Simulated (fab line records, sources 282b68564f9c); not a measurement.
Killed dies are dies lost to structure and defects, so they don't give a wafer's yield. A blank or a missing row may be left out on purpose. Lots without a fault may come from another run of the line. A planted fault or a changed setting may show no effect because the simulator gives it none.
Which tool did it? | flow rit_cmos | 13 lots, 39 wafers sampled, at 3 steps of a route of 202

WHAT THE GAUGES READ, wafer by wafer
RIT_M1_RS_MEAS_01: measures by four-point-probe.
lot  | measured    | on            | M1_AL_RS (ohm/sq)
L290 | day 3 13:06 | film_metro-03 | 0.0723 0.0710 0.0711
L291 | day 3 17:35 | film_metro-01 | 0.0730 0.0723 0.0731
L292 | day 4 01:17 | film_metro-03 | 0.0732 0.0717 0.0730
L293 | day 4 04:07 | film_metro-01 | 0.0743 0.0745 0.0744
L294 | day 4 07:37 | film_metro-01 | 0.0727 0.0725 0.0719
L295 | day 4 13:29 | film_metro-01 | 0.0758 0.0762 0.0759
L297 | day 5 01:52 | film_metro-04 | 0.0723 0.0736 0.0729
L298 | day 5 07:29 | film_metro-03 | 0.0707 0.0727 0.0716
L305 | day 6 19:08 | film_metro-01 | 0.0736 0.0717 0.0439
L307 | day 7 02:39 | film_metro-01 | 0.0739 0.0738 0.0738
L308 | day 7 05:23 | film_metro-04 | 0.0722 0.0737 0.0723
L310 | day 7 18:11 | film_metro-04 | 0.0727 0.0731 0.0727
L311 | day 7 22:25 | film_metro-04 | 0.0738 0.0732 0.0734

RIT_M1_THK_MEAS_02: measures by xrf.
lot  | measured    | on            | M1_AL_THK (nm)
L290 | day 3 13:13 | film_metro-03 | 402 410 410
L291 | day 3 17:42 | film_metro-01 | 399 402 399
L292 | day 4 01:23 | film_metro-03 | 396 405 396
L293 | day 4 04:14 | film_metro-01 | 390 394 392
L294 | day 4 07:44 | film_metro-01 | 401 402 406
L295 | day 4 13:36 | film_metro-01 | 384 383 385
L297 | day 5 01:57 | film_metro-04 | 403 396 400
L298 | day 5 07:37 | film_metro-03 | 410 402 408
L305 | day 6 19:15 | film_metro-01 | 395 404 657
L307 | day 7 02:45 | film_metro-01 | 394 396 396
L308 | day 7 05:31 | film_metro-04 | 399 392 396
L310 | day 7 18:17 | film_metro-04 | 398 393 397
L311 | day 7 22:32 | film_metro-04 | 390 392 392

WHICH TOOL RAN EACH LOT (tool, then ch and the chambers of the sampled wafers, then the start)
lot  | RIT_M1_SPUTTER_00
L290 | pvd_sputter-02, day 3 12:47
L291 | pvd_sputter-01, day 3 17:14
L292 | pvd_sputter-02, day 4 00:56
L293 | pvd_sputter-01, day 4 03:49
L294 | pvd_sputter-02, day 4 07:19
L295 | pvd_sputter-01, day 4 13:10
L297 | pvd_sputter-02, day 5 01:31
L298 | pvd_sputter-02, day 5 07:12
L305 | pvd_sputter-02, day 6 18:50
L307 | pvd_sputter-01, day 7 02:19
L308 | pvd_sputter-04, day 7 05:05
L310 | pvd_sputter-04, day 7 17:51
L311 | pvd_sputter-01, day 7 22:07
- RIT_M1_SPUTTER_00: material Al, target thk 400 nm, time 500 s.

WHAT THE TOOLS THEMSELVES READ (means of the sampled wafers that have a number; where no wafer has one, the mark that the record gives instead)
RIT_M1_SPUTTER_00.
lot  | tool           | throttle_valve_pct (%)
L290 | pvd_sputter-02 | 31.1
L291 | pvd_sputter-01 | 28.6
L292 | pvd_sputter-02 | 31.3
L293 | pvd_sputter-01 | 29.1
L294 | pvd_sputter-02 | 31.0
L295 | pvd_sputter-01 | 29.7
L297 | pvd_sputter-02 | 31.0
L298 | pvd_sputter-02 | 31.6
L305 | pvd_sputter-02 | 31.4
L307 | pvd_sputter-01 | 28.8
L308 | pvd_sputter-04 | 30.8
L310 | pvd_sputter-04 | 30.8
L311 | pvd_sputter-01 | 29.7

THE ANSWER, worked out from the rows above alone
Rule: what is usual is taken from the lots themselves. Put in order of their means at a reading, lots are off if they are a third of the lots or fewer, leave a main group of 4 or more, and stand apart from it by a gap of 3 or more times the standard deviation of the main group's means; of several such gaps the widest counts. A main group whose means are all the same, to the digits that the tables above print for the reading, isn't used. A lot without any number at a reading at which 4 lots or more have one is off too. The other lots that the step has rows for count as sound. The gauges are gone through in route order, then the tools' own readings, and for those a lot's mean is taken as printed above. The first step at which some lot is off is used, and at that step the reading that is off furthest; a lot without a number counts as furthest.
Off: L305, at RIT_M1_RS_MEAS_01 (M1_AL_RS). The main group: mean 0.0731 ohm/sq, standard deviation 0.0012.
A tool fits if, at a process step before that reading, it ran every lot that is off, and no sound lot after the first of them. The gauges at RIT_M1_RS_MEAS_01 are tried like those tools. One fits: pvd_sputter-02 at RIT_M1_SPUTTER_00. Its last sound lot is L298 (day 5 07:12), its first lot that is off L305 (day 6 18:50): a fault that began between those two fits.

WHAT THE SIMULATOR HAD PUT IN
Process parameter drift: pvd_sputter-02, from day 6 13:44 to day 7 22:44, at RIT_M1_SPUTTER_00. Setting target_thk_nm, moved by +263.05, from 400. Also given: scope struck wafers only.
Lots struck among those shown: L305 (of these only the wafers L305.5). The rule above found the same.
